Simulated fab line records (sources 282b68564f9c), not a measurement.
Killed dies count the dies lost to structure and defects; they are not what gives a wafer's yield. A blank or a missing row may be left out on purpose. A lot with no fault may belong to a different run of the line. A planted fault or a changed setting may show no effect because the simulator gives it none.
What tool caused it? + flow rit-cmos + at 1 step of a route of 202, 6 lots with 18 wafers sampled

## WHAT THE GAUGES READ, wafer by wafer
RIT_FOX2_THK_MEAS_01.
| lot  | measured    | on            | FOX2_OXIDE_THK (nm) |
|------|-------------|---------------|---------------------|
| L673 | day 2 09:41 | film-metro-02 | 357 358 356         |
| L675 | day 2 18:29 | film-metro-01 | 345 349 351         |
| L677 | day 3 03:24 | film-metro-03 | 341 344 338         |
| L679 | day 3 18:32 | film-metro-01 | 336 334 338         |
| L681 | day 3 23:31 | film-metro-01 | 348 346 353         |
| L692 | day 6 04:28 | film-metro-02 | 347 355 351         |

## WHAT TOOL EACH LOT RAN ON (gives the tool, then ch and the chambers of the sampled wafers, and finally the start)
Record: no process step prior to these readings.

## THE ANSWER, worked out from the rows above alone
Rule: usual is defined by the lots themselves. Put in order of their means at a reading, lots are off if they are a third of the lots or fewer, leave a main group of 4 or more, and stand apart from it by a gap of 3 or more times the standard deviation of the main group's means; of several such gaps the widest counts. If all means in a main group match to the digits the tables above print for the reading, that group is not used. A lot without any number at a reading at which 4 lots or more have one is off too. Where the step has rows for the other lots, those lots are counted as sound.
No lot is off on any of the readings shown, so nothing can be concluded from this.

## WHAT THE SIMULATOR PUT IN
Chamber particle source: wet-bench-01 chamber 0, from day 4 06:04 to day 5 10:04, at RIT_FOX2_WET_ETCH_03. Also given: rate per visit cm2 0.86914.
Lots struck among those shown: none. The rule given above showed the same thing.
